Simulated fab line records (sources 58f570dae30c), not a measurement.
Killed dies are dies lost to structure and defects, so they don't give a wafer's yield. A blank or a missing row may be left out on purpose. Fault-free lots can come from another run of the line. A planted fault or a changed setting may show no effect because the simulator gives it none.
A struck lot beside a sound one || flow berkeley cmos170 || 15 steps out of a route of 331
Sound: these wafers, L759.1, L759.4, L759.5. Struck: wafer L764.4 (L764.3, L764.6, from the same lot, were not struck and are left out); the cause is given at the end.
Each step with rows lists, per side, the tool, then ch with its chambers, then its first start. Under that, the readings that differ: sound wafers || struck wafers || difference of the means || sigmas: that difference in standard deviations of wafers without a fault.
alike: a reading whose means differ by less than 2 such deviations, as well as words and numbers matching on both sides. not compared: withheld readings; readings where some wafer has no value; bounds like >300 that might hide an equal value; numbers whose values overlap and for which the record gives no deviation.
The two part at a step that has a row with sigmas, a row that says differs or no value, or rows on one side only. Numbers that don't overlap but have no deviation are shown without sigmas and don't part them. A reading that every wafer of one side lacks parts them only if that side has two wafers or more.

UCB170_M1_SPUTTER_00: material Al, target thk 600 nm, time 80 s.
  sound: pvd sputter-04 at day 10 02:05; struck: pvd sputter-03 at day 11 13:15
  alike: chamber pressure pa, throttle valve pct
UCB170_M1_RS_MEAS_01: uses a four-point probe to measure.
  sound: film metro-03 at day 10 02:08; struck: film metro-03 at day 11 13:21
  alike: M1_AL_RS
UCB170_M1_THK_MEAS_02: measures by xrf.
  sound: film metro-03 at day 10 02:16; struck: film metro-03 at day 11 13:27
  alike: M1_AL_THK
then, 6 steps without rows for these wafers: UCB170_M1_COAT_03; UCB170_M1_COAT_04 (resist thk 900 nm); UCB170_M1_SOFTBAKE_05 (time 60 s); UCB170_M1_EXPOSE_06 (exposes mask METAL1, target cd 700 nm); UCB170_M1_PEB_07; UCB170_M1_DEVELOP_08 (develop time 45.92 s).
UCB170_M1_CD_MEAS_09: target cd 700 nm.
  sound: cd sem-02 at day 10 03:17; struck: cd sem-01 at day 11 14:30
  alike: cd nm
UCB170_M1_OVL_MEAS_10:
  sound: overlay-01 at day 10 03:25; struck: overlay-02 at day 11 14:35
  alike: M1_OVL
UCB170_M1_ETCH_11: etches BARC in N2/H2.
  sound on rie diel-02 ch 1,3, day 10 03:26; struck on rie diel-01 ch 1, day 11 14:37
{"reading": "drypump motor current A (A)", "sound": "5.3 4.8 4.8", "struck": 6.5, "difference": "+1.5", "sigmas": "+3"}
  alike: oes product au, throttle valve pct
UCB170_M1_METAL_ETCH_12: etches Al in Cl2/BCl3, stops on PSG, target depth 780 nm, time 132.9 s.
  sound on rie metal-02 ch 1, day 10 03:29; struck on rie metal-01 ch 1, day 11 14:42
{"reading": "oes product au (a.u.)", "sound": "0.840 0.846 0.841", "struck": 0.884, "difference": "+0.042", "sigmas": "+4"}
{"reading": "model.KrF_of_M1_COAT_04.thk nm (nm)", "sound": "419.1 426 419.3", "struck": 447.4, "difference": "+25.9", "sigmas": ""}
  alike: drypump motor current A, throttle valve pct
  not compared: rf hours counter h
UCB170_M1_STRIP_13: strips in O2.
  sound on plasma asher-02 ch 0,1, day 10 03:37; struck on plasma asher-02 ch 0, day 11 14:49
  alike: drypump motor current A, oes product au
  not compared: rf hours counter h
then, 1 step without rows for these wafers: UCB170_M3_PROBE_99.

WHERE THEY PART
Earliest at UCB170_M1_ETCH_11; latest, in this record, at UCB170_M1_METAL_ETCH_12. Later steps at which nothing parts them and some readings are alike: UCB170_M1_STRIP_13.

WHY: what the simulator had put in
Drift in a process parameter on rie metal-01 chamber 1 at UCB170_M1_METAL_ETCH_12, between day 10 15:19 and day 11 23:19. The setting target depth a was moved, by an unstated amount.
